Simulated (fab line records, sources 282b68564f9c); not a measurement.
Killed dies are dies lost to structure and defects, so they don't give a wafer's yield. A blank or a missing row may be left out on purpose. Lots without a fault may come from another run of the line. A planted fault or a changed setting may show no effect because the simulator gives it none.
Which tool did it? | flow rit_cmos | 14 lots, 42 wafers sampled, at 4 steps of a route of 202

WHAT THE GAUGES READ, wafer by wafer
RIT_FOX2_THK_MEAS_01.
lot  | measured    | on            | FOX2_OXIDE_THK (nm)
L267 | day 2 10:02 | film_metro-03 | 341 340 341
L268 | day 2 13:49 | film_metro-04 | 351 347 345
L269 | day 2 17:40 | film_metro-04 | 352 354 348
L270 | day 3 01:07 | film_metro-02 | 518 519 514
L271 | day 3 02:50 | film_metro-03 | 352 350 347
L272 | day 3 07:36 | film_metro-04 | 349 347 348
L273 | day 3 14:42 | film_metro-04 | 510 510 507
L277 | day 4 13:19 | film_metro-04 | 347 345 345
L280 | day 5 01:08 | film_metro-02 | 337 343 338
L281 | day 5 03:55 | film_metro-02 | 345 350 349
L283 | day 5 16:13 | film_metro-04 | 343 346 347
L284 | day 6 00:28 | film_metro-04 | 346 339 338
L286 | day 6 05:01 | film_metro-02 | 337 338 345
L288 | day 6 16:24 | film_metro-04 | 344 343 346

RIT_FOX2_THK_MEAS_90.
lot  | measured    | on            | FIELD_OXIDE_LEFT_1_THK (nm)
L267 | day 2 10:58 | film_metro-03 | 313 313 314
L268 | day 2 14:46 | film_metro-04 | 324 319 317
L269 | day 2 18:33 | film_metro-04 | 325 327 320
L270 | day 3 02:08 | film_metro-03 | 490 492 487
L271 | day 3 03:43 | film_metro-03 | 324 322 320
L272 | day 3 09:31 | film_metro-03 | 321 320 321
L273 | day 3 15:39 | film_metro-03 | 483 482 479
L277 | day 4 14:15 | film_metro-03 | 319 318 318
L280 | day 5 02:01 | film_metro-04 | 309 315 311
L281 | day 5 04:48 | film_metro-03 | 317 322 321
L283 | day 5 17:05 | film_metro-02 | 317 319 320
L284 | day 6 01:25 | film_metro-04 | 319 311 311
L286 | day 6 05:58 | film_metro-02 | 310 311 318
L288 | day 6 17:17 | film_metro-04 | 316 316 318

RIT_FOX2_THK_MEAS_91.
lot  | measured    | on            | FIELD_OXIDE_LEFT_2_THK (nm)
L267 | day 3 00:43 | film_metro-04 | 244 244 245
L268 | day 3 04:25 | film_metro-02 | 255 251 249
L269 | day 3 08:45 | film_metro-04 | 257 258 253
L270 | day 3 17:23 | film_metro-04 | 422 424 419
L271 | day 3 18:35 | film_metro-04 | 255 254 251
L272 | day 3 21:52 | film_metro-02 | 253 251 251
L273 | day 5 00:13 | film_metro-04 | 415 416 411
L277 | day 5 02:45 | film_metro-02 | 251 250 249
L280 | day 5 14:20 | film_metro-04 | 241 246 242
L281 | day 5 17:20 | film_metro-03 | 250 255 254
L283 | day 6 08:08 | film_metro-04 | 249 252 253
L284 | day 6 13:52 | film_metro-04 | 250 243 242
L286 | day 6 19:03 | film_metro-03 | 242 243 250
L288 | day 7 07:22 | film_metro-02 | 249 249 251

WHICH TOOL RAN EACH LOT (tool, then ch and the chambers of the sampled wafers, then the start)
lot  | RIT_FOX2_OXIDATION_00
L267 | furnace-03 ch 0, day 2 08:42
L268 | furnace-01 ch 0, day 2 12:29
L269 | furnace-01 ch 0, day 2 16:21
L270 | furnace-04 ch 0, day 2 21:40 and furnace-03 ch 0, day 2 23:47
L271 | furnace-04 ch 0, day 3 01:32
L272 | furnace-01 ch 0, day 3 06:17
L273 | furnace-01 ch 0, day 3 11:01
L277 | furnace-04 ch 0, day 4 11:59
L280 | furnace-04 ch 0, day 4 23:48
L281 | furnace-04 ch 0, day 5 02:37
L283 | furnace-03 ch 0, day 5 14:53
L284 | furnace-01 ch 0, day 5 23:08
L286 | furnace-01 ch 0, day 6 03:42
L288 | furnace-04 ch 0, day 6 15:04
- RIT_FOX2_OXIDATION_00: target thk 350.7 nm, ox time 1130 s.

WHAT THE TOOLS THEMSELVES READ (means of the sampled wafers that have a number; where no wafer has one, the mark that the record gives instead)
RIT_FOX2_OXIDATION_00.
lot  | tool                  | spike_tc_load_C (C) | zone_power_centre_pct (%)
L267 | furnace-03            | 1130                | 56
L268 | furnace-01            | 1129                | 47
L269 | furnace-01            | 1128                | 47
L270 | furnace-04/furnace-03 | 1126                | 56
L271 | furnace-04            | 1123                | 55
L272 | furnace-01            | 1127                | 47
L273 | furnace-01            | 1128                | 47
L277 | furnace-04            | 1123                | 55
L280 | furnace-04            | 1123                | 55
L281 | furnace-04            | 1123                | 55
L283 | furnace-03            | 1130                | 56
L284 | furnace-01            | 1128                | 47
L286 | furnace-01            | 1128                | 47
L288 | furnace-04            | 1123                | 55

THE ANSWER, worked out from the rows above alone
Rule: what is usual is taken from the lots themselves. Put in order of their means at a reading, lots are off if they are a third of the lots or fewer, leave a main group of 4 or more, and stand apart from it by a gap of 3 or more times the standard deviation of the main group's means; of several such gaps the widest counts. A main group whose means are all the same, to the digits that the tables above print for the reading, isn't used. A lot without any number at a reading at which 4 lots or more have one is off too. The other lots that the step has rows for count as sound. The gauges are gone through in route order, then the tools' own readings, and for those a lot's mean is taken as printed above. The first step at which some lot is off is used, and at that step the reading that is off furthest; a lot without a number counts as furthest.
Off: L270, L273, at RIT_FOX2_THK_MEAS_01 (FOX2_OXIDE_THK). The main group: mean 345 nm, standard deviation 3.9.
A tool fits if, at a process step before that reading, it ran every lot that is off, and no sound lot after the first of them. The gauges at RIT_FOX2_THK_MEAS_01 aren't tried: what is off there is off at RIT_FOX2_THK_MEAS_90 too, on other tools, and a gauge's error can't cause that. None of those tried fits.

WHAT THE SIMULATOR HAD PUT IN
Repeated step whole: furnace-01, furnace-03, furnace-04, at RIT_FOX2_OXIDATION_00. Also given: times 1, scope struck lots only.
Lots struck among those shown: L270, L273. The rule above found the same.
